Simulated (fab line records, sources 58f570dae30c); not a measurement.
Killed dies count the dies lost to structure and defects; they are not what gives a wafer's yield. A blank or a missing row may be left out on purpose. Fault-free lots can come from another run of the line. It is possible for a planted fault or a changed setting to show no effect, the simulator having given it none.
Which tool was responsible? -- flow berkeleyCmos170 -- 14 lots with 42 wafers sampled at 3 steps, on a route of 331 steps

WHAT EACH GAUGE READ, for each wafer
UCB170_M1_CD_MEAS_90 targets a cd of 700 nm.
lot,measured,on,cdNm (nm)
L692,day 8 01:38,cdSem-02,696.8 697.8 698.0
L693,day 8 16:40,cdSem-02,698.6 699.0 699.0
L695,day 9 05:23,cdSem-01,704.0 700.5 702.3
L697,day 9 09:43,cdSem-02,699.9 699.0 700.6
L696,day 9 12:08,cdSem-02,700.0 701.0 700.4
L701,day 10 12:03,cdSem-01,694.5 694.9 698.2
L703,day 10 19:35,cdSem-01,701.1 701.2 702.0
L708,day 12 08:50,cdSem-01,702.8 701.7 703.9
L710,day 12 13:59,cdSem-01,- - -
L709,day 12 14:10,cdSem-01,- - -
L712,day 13 06:50,cdSem-02,700.3 700.2 699.6
L713,day 13 07:05,cdSem-01,702.6 700.5 701.4
L715,day 13 23:30,cdSem-01,698.9 701.6 700.6
L714,day 13 23:52,cdSem-02,699.8 700.4 700.3

EACH LOT AND THE TOOL THAT RAN IT (in order: tool; ch and the chambers of the sampled wafers; start)
lot,UCB170_M1_ETCH_11,UCB170_M1_METAL_ETCH_12
L692,"rieDiel-01 ch 1,3, day 8 01:22","rieMetal-04 ch 1, day 8 01:24"
L693,"rieDiel-02 ch 0,3, day 8 16:22","rieMetal-04 ch 0, day 8 16:25"
L695,"rieDiel-01 ch 1,2,3, day 9 05:07","rieMetal-04 ch 0,1, day 9 05:10"
L697,"rieDiel-03 ch 1,2,3, day 9 09:26","rieMetal-02 ch 0,1, day 9 09:29"
L696,"rieDiel-03 ch 1,2, day 9 11:52","rieMetal-03 ch 0,1, day 9 11:54"
L701,"rieDiel-02 ch 1,2,3, day 10 11:46","rieMetal-04 ch 0,1, day 10 11:48"
L703,"rieDiel-02 ch 1,2,3, day 10 19:19","rieMetal-02 ch 0,1, day 10 19:21"
L708,"rieDiel-01 ch 0,3, day 12 08:30","rieMetal-03 ch 0,1, day 12 08:35"
L710,"rieDiel-02 ch 0,1, day 12 13:40","rieMetal-02 ch 0,1, day 12 13:45"
L709,"rieDiel-01 ch 0,1, day 12 13:53","rieMetal-04 ch 0,1, day 12 13:56"
L712,"rieDiel-01 ch 0,2,3, day 13 06:34","rieMetal-04 ch 0,1, day 13 06:36"
L713,"rieDiel-02 ch 1,2,3, day 13 06:43","rieMetal-02 ch 0,1, day 13 06:48"
L715,"rieDiel-03 ch 0,3, day 13 23:12","rieMetal-04 ch 0,1, day 13 23:15"
L714,"rieDiel-02 ch 0,3, day 13 23:33","rieMetal-03 ch 0,1, day 13 23:38"
- UCB170_M1_ETCH_11: etches BARC in N2/H2.
- UCB170_M1_METAL_ETCH_12: etches Al in Cl2/BCl3, stops on PSG, target depth 780 nm, time 130 s.

AS READ BY THE TOOLS THEMSELVES (means over the sampled wafers that have a number; for cases with no such wafer, the mark the record gives instead)
UCB170_M1_ETCH_11.
lot,tool,biasW (W),chamberPressureMTorr (mTorr),drypumpMotorCurrentA (A),oesProductAu (a.u.),throttleValvePct (%)
L692,rieDiel-01,99.9,29.995,5.6,0.995,13.49
L693,rieDiel-02,100.2,29.995,6.2,0.993,13.42
L695,rieDiel-01,100.2,29.991,5.8,0.999,13.40
L697,rieDiel-03,100.1,30.036,6.1,0.996,13.24
L696,rieDiel-03,100.1,29.980,6.4,0.981,13.15
L701,rieDiel-02,99.7,30.000,5.8,1.003,13.36
L703,rieDiel-02,100.0,30.005,5.7,1.005,13.35
L708,rieDiel-01,99.8,29.995,5.8,0.991,13.13
L710,rieDiel-02,-,-,-,-,-
L709,rieDiel-01,-,-,-,-,-
L712,rieDiel-01,99.8,29.998,5.8,1.010,13.23
L713,rieDiel-02,100.0,29.970,5.7,1.005,13.36
L715,rieDiel-03,99.8,29.997,5.9,1.008,13.42
L714,rieDiel-02,99.7,30.015,6.4,0.990,13.44

UCB170_M1_METAL_ETCH_12.
lot,tool,bcl3FlowSccm (sccm),biasW (W),drypumpMotorCurrentA (A),oesProductAu (a.u.),throttleValvePct (%)
L692,rieMetal-04,44.77,120.4,6.1,0.877,24.45
L693,rieMetal-04,44.95,120.0,5.5,0.874,24.50
L695,rieMetal-04,45.04,119.7,5.7,0.858,24.50
L697,rieMetal-02,45.09,119.6,5.5,0.854,24.30
L696,rieMetal-03,45.06,119.7,6.2,0.862,24.42
L701,rieMetal-04,44.93,120.4,5.9,0.868,24.47
L703,rieMetal-02,45.01,120.4,5.5,0.857,24.46
L708,rieMetal-03,44.92,120.1,6.2,0.870,24.41
L710,rieMetal-02,45.08,119.7,5.5,0.369,24.54
L709,rieMetal-04,44.89,120.2,5.7,0.372,24.72
L712,rieMetal-04,44.86,119.6,5.9,0.871,24.47
L713,rieMetal-02,45.13,119.8,5.6,0.854,24.47
L715,rieMetal-04,44.90,119.5,5.7,0.862,24.48
L714,rieMetal-03,44.83,119.6,6.0,0.875,24.36

THE ANSWER, worked out from the rows above alone
Rule: the usual values come from the lots themselves. The widest of any qualifying gaps counts: lots, ordered by their means at a reading, are off when they make up no more than a third of the lots, leave a main group of 4 or more, and stand apart from it by 3 or more times the standard deviation of that group's means. The tables above print the reading to a certain number of digits; a main group whose means all agree to those digits is not used. Also off: a lot with no number at a reading for which 4 or more lots have one. The other lots that the step has rows for count as sound. Order of review: gauges by route order, followed by the tools' own readings, for which a lot's mean as printed above is used. At the first step where some lot is off, the reading lying furthest off is the one used; lots without a number count as furthest.
Off at UCB170_M1_CD_MEAS_90 (cdNm): L710, L709. Without a number there: L710, L709. The main group: mean 700.1 nm, standard deviation 1.9.
A tool fits if, at a process step before that reading, it ran every lot that is off, and no sound lot after the first of them. The gauges at UCB170_M1_CD_MEAS_90 aren't tried: what is off there is off at UCB170_M1_ETCH_11 too, on other tools, and a gauge's error can't cause that. Of those tried, none fits.

WHAT THE SIMULATOR HAD PUT IN
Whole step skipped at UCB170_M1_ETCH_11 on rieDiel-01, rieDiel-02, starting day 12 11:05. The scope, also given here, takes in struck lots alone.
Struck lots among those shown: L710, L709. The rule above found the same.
